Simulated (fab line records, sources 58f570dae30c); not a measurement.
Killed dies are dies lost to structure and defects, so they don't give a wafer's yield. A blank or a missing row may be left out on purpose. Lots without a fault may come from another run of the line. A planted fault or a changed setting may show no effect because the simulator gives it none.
One fault seen from 2 desks | flow berkeley_cmos170 | each desk has only its own numbers; what lay behind them comes last

THE METROLOGY DESK
What the gauges read, lot by lot, whatever tool the lot ran on: means of the sampled wafers that have a number. A lot is out of limits, marked OUT, if its mean lies more than 4 standard deviations from the usual mean; the brackets give that distance.
Columns: A = PSD_OVL at UCB170_PSD_OVL_MEAS_07, usual -5 nm; B = NSD_TW at UCB170_NSD_TW_MEAS_10, usual 4219; C = V1_TEOS_THK at UCB170_V1_THK_MEAS_01, usual 2016 nm
lot  | first seen here | A   | B    | C
L921 | day 7 03:46     | -2  | 4161 | 2045
L925 | day 7 19:10     | -5  | 4162 | 2003
L924 | day 7 19:25     | -12 | 4166 | 2040
L922 | day 7 19:32     | -8  | 4249 | 2007
L923 | day 7 19:38     | -7  | 4257 | 1985
L928 | day 8 09:11     | 3   | 4293 | 2025
L929 | day 8 09:27     | -10 | 4265 | 2013
L926 | day 8 13:56     | -5  | 4219 | 1992
L927 | day 8 14:05     | -0  | 4174 | 2001
L930 | day 8 17:59     | -3  | 4179 | 2025
L937 | day 10 01:02    | -5  | 4253 | 2010
L936 | day 10 05:20    | -6  | 4245 | 2025
L939 | day 10 17:35    | -7  | 4186 | 2029
L941 | day 11 06:17    | -6  | 4256 | 2024
This desk's finding: nothing out of limits on any of the 14 lots.

THE TOOL OWNER'S DESK: rie_diel-02
The tool's own readings at UCB170_CONTACT_ETCH_18 (etches PSG in CHF3/CF4/Ar, stops on TiSi2, target depth 840 nm, time 195 s): means of the sampled wafers that have a number, for each lot that ran on this tool. A lot is out of limits, marked OUT, if its mean lies more than 4 standard deviations from the usual mean; the brackets give that distance.
Columns: A = drypump_motor_current_A at UCB170_CONTACT_ETCH_18, usual 5.4 A; B = oes_product_au at UCB170_CONTACT_ETCH_18, usual 0.895 a.u.; C = rf_fwd_power_W at UCB170_CONTACT_ETCH_18, usual 697.7 W; D = throttle_valve_pct at UCB170_CONTACT_ETCH_18, usual 6.94 %
lot  | first seen here | A   | B     | C     | D
L921 | day 7 15:00     | 5.5 | 0.893 | 699.1 | 6.88
L922 | day 8 14:00     | 5.5 | 0.891 | 702.2 | 6.96
L928 | day 8 20:00     | 5.5 | 0.899 | 695.3 | 6.88
L936 | day 10 14:00    | 5.3 | 0.890 | 697.5 | 6.93
L939 | day 11 03:00    | 5.5 | 0.905 | 695.1 | 6.95
This desk's finding: nothing out of limits on any of the 5 lots.

PUT TOGETHER
The metrology desk saw nothing out of limits.
The tool owner's desk saw nothing out of limits.

WHAT THE SIMULATOR HAD PUT IN
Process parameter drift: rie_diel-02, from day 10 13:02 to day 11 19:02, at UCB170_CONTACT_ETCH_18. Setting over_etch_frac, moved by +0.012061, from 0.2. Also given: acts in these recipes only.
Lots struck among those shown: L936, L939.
